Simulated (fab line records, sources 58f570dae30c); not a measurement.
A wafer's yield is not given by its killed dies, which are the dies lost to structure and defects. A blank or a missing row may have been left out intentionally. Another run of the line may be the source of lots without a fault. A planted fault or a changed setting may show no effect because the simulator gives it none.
Which tool is to blame? | flow berkeleyCmos170 | 14 lots with 42 wafers sampled at 5 steps, on a route of 331 steps

WHAT THE GAUGES SHOWED, per wafer
UCB170_GATE_CD_MEAS_90: the cd target is 350 nm. Usual: cdNm reads 349.8 nm (standard deviation 1.4).
lot  | measured     | on       | cdNm (nm)         | flag
L958 | day 6 17:59  | cdSem-01 | 350.7 349.5 349.8 | 
L960 | day 7 00:34  | cdSem-01 | 350.7 349.5 350.6 | 
L961 | day 7 00:46  | cdSem-01 | 350.1 348.3 349.3 | 
L959 | day 7 01:01  | cdSem-02 | 352.3 353.3 351.2 | 
L963 | day 7 22:17  | cdSem-01 | 349.8 349.7 351.6 | 
L967 | day 8 09:49  | cdSem-01 | 351.1 350.2 349.7 | 
L974 | day 9 09:55  | cdSem-02 | 349.0 348.6 346.9 | 
L970 | day 9 10:38  | cdSem-02 | 350.7 352.2 350.2 | 
L975 | day 10 10:44 | cdSem-02 | 348.4 349.1 349.5 | 
L977 | day 10 10:59 | cdSem-02 | 348.9 349.0 349.2 | 
L978 | day 10 22:44 | cdSem-02 | 350.1 349.8 350.3 | 
L980 | day 10 22:47 | cdSem-01 | 349.7 346.7 348.8 | 
L979 | day 10 22:55 | cdSem-01 | 349.2 349.7 349.8 | 
L981 | day 11 07:01 | cdSem-02 | 347.1 347.6 346.8 | 

UCB170_SPACER_THK_MEAS_01. Usual: SPACER_TEOS_THK gives 374 nm (standard deviation 4.6).
lot  | measured     | on           | SPACER_TEOS_THK (nm) | flag
L958 | day 6 22:50  | filmMetro-03 | 363 368 377          | 
L960 | day 7 07:12  | filmMetro-01 | 376 381 383          | 
L961 | day 7 08:11  | filmMetro-03 | 373 381 380          | 
L959 | day 7 07:56  | filmMetro-02 | 365 376 372          | 
L963 | day 8 02:59  | filmMetro-01 | 369 379 382          | 
L967 | day 8 15:10  | filmMetro-01 | 401 404 407          | OFF
L974 | day 9 16:05  | filmMetro-01 | 369 371 374          | 
L970 | day 9 18:50  | filmMetro-01 | 394 402 405          | OFF
L975 | day 10 15:28 | filmMetro-01 | 373 375 382          | 
L977 | day 10 15:58 | filmMetro-01 | 369 370 377          | 
L978 | day 11 04:32 | filmMetro-01 | 374 373 366          | 
L980 | day 11 05:22 | filmMetro-01 | 379 369 371          | 
L979 | day 11 05:43 | filmMetro-03 | 365 374 379          | 
L981 | day 11 11:40 | filmMetro-03 | 372 376 372          | 

UCB170_NSD_OVL_MEAS_07. Usual: NSD_OVL gives 0 nm (standard deviation 5.5).
lot  | measured     | on         | NSD_OVL (nm) | flag
L958 | day 7 07:19  | overlay-01 | 1 4 0        | 
L960 | day 7 16:14  | overlay-01 | -2 -4 -6     | 
L961 | day 7 16:02  | overlay-01 | 7 1 8        | 
L959 | day 7 16:20  | overlay-02 | -6 0 4       | 
L963 | day 8 12:11  | overlay-02 | -7 -8 -10    | 
L967 | day 8 23:06  | overlay-01 | -8 -1 2      | 
L974 | day 10 02:29 | overlay-01 | -2 -5 4      | 
L970 | day 10 02:36 | overlay-01 | 1 -12 10     | 
L975 | day 11 01:45 | overlay-01 | 0 -3 0       | 
L977 | day 11 02:17 | overlay-01 | -1 5 5       | 
L978 | day 11 15:49 | overlay-01 | 5 10 7       | 
L980 | day 11 16:10 | overlay-01 | 5 3 0        | 
L979 | day 11 15:56 | overlay-02 | 11 2 6       | 
L981 | day 11 22:58 | overlay-01 | -5 2 -5      | 

TOOL THAT RAN EACH LOT (tool first, then ch and the chambers of the sampled wafers, then the start)
lot  | UCB170_SPACER_CVD_00            | UCB170_SPACER_ETCHBACK_03
L958 | pecvd-03 ch 0,1, day 6 22:47    | rieDiel-02 ch 0,1, day 7 03:11
L960 | pecvd-02 ch 1,2, day 7 07:08    | rieDiel-02 ch 1,3, day 7 11:17
L961 | pecvd-02 ch 0,1,2, day 7 08:09  | rieDiel-01 ch 1,2, day 7 11:17
L959 | pecvd-03 ch 1,2, day 7 07:53    | rieDiel-03 ch 2,3, day 7 11:17
L963 | pecvd-02 ch 1,2, day 8 02:56    | rieDiel-03 ch 0,3, day 8 08:21
L967 | pecvd-03 ch 0,2, day 8 15:07    | rieDiel-03 ch 2,3, day 8 18:41
L974 | pecvd-02 ch 0,1,2, day 9 16:01  | rieDiel-01 ch 0,2,3, day 9 21:53
L970 | pecvd-03 ch 0,2, day 9 18:48    | rieDiel-02 ch 1,2, day 9 21:58
L975 | pecvd-02 ch 0,1, day 10 15:25   | rieDiel-02 ch 0,1,3, day 10 21:24
L977 | pecvd-04 ch 0,1,2, day 10 15:56 | rieDiel-01 ch 1,2,3, day 10 21:24
L978 | pecvd-02 ch 0,1,2, day 11 04:28 | rieDiel-01 ch 0,2, day 11 12:38
L980 | pecvd-02 ch 0,1, day 11 05:19   | rieDiel-03 ch 0,2,3, day 11 12:38
L979 | pecvd-02 ch 0,2, day 11 05:40   | rieDiel-02 ch 1,2,3, day 11 12:38
L981 | pecvd-02 ch 0,1,2, day 11 11:38 | rieDiel-03 ch 0,1, day 11 18:08
- UCB170_SPACER_CVD_00: deposits SiO2 from TEOS/O2, target thk 376 nm, time 47 s.
- UCB170_SPACER_ETCHBACK_03: etches SiO2 in CHF3/CF4/Ar, stops on Si, target depth 376 nm, time 100 s.

AS READ BY THE TOOLS THEMSELVES (means over the sampled wafers that have a number; for cases with no such wafer, the mark the record gives instead)
UCB170_SPACER_CVD_00. Usual: heaterPowerW 266 W, standard deviation 51; rfFwdPowerW 545.0 W, standard deviation 2.1.
lot  | tool     | heaterPowerW (W) | rfFwdPowerW (W) | flag
L958 | pecvd-03 | 251              | 545.4           | 
L960 | pecvd-02 | 338              | 543.4           | 
L961 | pecvd-02 | 294              | 545.6           | 
L959 | pecvd-03 | 270              | 544.9           | 
L963 | pecvd-02 | 284              | 545.4           | 
L967 | pecvd-03 | 218              | 543.8           | 
L974 | pecvd-02 | 273              | 546.9           | 
L970 | pecvd-03 | 232              | 544.6           | 
L975 | pecvd-02 | 272              | 543.0           | 
L977 | pecvd-04 | 261              | 545.0           | 
L978 | pecvd-02 | 291              | 546.3           | 
L980 | pecvd-02 | 293              | 544.9           | 
L979 | pecvd-02 | 254              | 544.8           | 
L981 | pecvd-02 | 268              | 545.7           | 

UCB170_SPACER_ETCHBACK_03. Usual: drypumpMotorCurrentA 5.8 A, standard deviation 0.4; oesProductAu 0.893 a.u., standard deviation 0.02; rfFwdPowerW 496.5 W, standard deviation 1.8; throttleValvePct 6.41 %, standard deviation 0.097.
lot  | tool       | drypumpMotorCurrentA (A) | oesProductAu (a.u.) | rfFwdPowerW (W) | throttleValvePct (%) | flag
L958 | rieDiel-02 | 5.8                      | 0.896               | 497.2           | 6.39                 | 
L960 | rieDiel-02 | 5.6                      | 0.905               | 496.6           | 6.41                 | 
L961 | rieDiel-01 | 5.8                      | 0.885               | 498.1           | 6.34                 | 
L959 | rieDiel-03 | 5.9                      | 0.901               | 496.3           | 6.36                 | 
L963 | rieDiel-03 | 5.3                      | 0.905               | 496.5           | 6.42                 | 
L967 | rieDiel-03 | 5.8                      | 0.952               | 494.5           | 6.43                 | 
L974 | rieDiel-01 | 6.2                      | 0.874               | 497.8           | 6.46                 | 
L970 | rieDiel-02 | 5.5                      | 0.949               | 496.4           | 6.51                 | 
L975 | rieDiel-02 | 5.8                      | 0.911               | 495.6           | 6.36                 | 
L977 | rieDiel-01 | 5.8                      | 0.880               | 497.5           | 6.39                 | 
L978 | rieDiel-01 | 6.2                      | 0.869               | 496.5           | 6.41                 | 
L980 | rieDiel-03 | 5.6                      | 0.904               | 495.0           | 6.39                 | 
L979 | rieDiel-02 | 5.5                      | 0.892               | 497.3           | 6.48                 | 
L981 | rieDiel-03 | 5.9                      | 0.881               | 499.0           | 6.35                 | 

THE ANSWER, worked out from the rows above alone
Rule: a lot is off if the mean of its wafers that have a number lies more than 3 standard deviations from the usual mean. A lot without any number at a reading at which 4 lots or more have one is off too. Where the step has rows for the other lots, those lots are counted as sound. The gauges are gone through in route order, then the tools' own readings, and for those a lot's mean is taken as printed above. At the first step where some lot is off, the reading lying furthest off is the one used; lots without a number count as furthest.
Off: L967, L970, at UCB170_SPACER_THK_MEAS_01 (SPACER_TEOS_THK).
If a tool, at a process step before that reading, ran all the lots that are off and no sound lot after the first of them, it fits. The gauges at UCB170_SPACER_THK_MEAS_01 are tried like those tools. One candidate fits, namely pecvd-03 at UCB170_SPACER_CVD_00. Its last sound lot is L959 (day 7 07:53), its first lot that is off L967 (day 8 15:07): a fault that began between those two fits.

WHAT WAS PUT IN BY THE SIMULATOR
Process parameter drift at UCB170_SPACER_CVD_00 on pecvd-03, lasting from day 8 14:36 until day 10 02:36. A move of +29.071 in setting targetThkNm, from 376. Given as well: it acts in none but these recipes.
Shown lots that were struck: L967, L970. The rule given above showed the same thing.
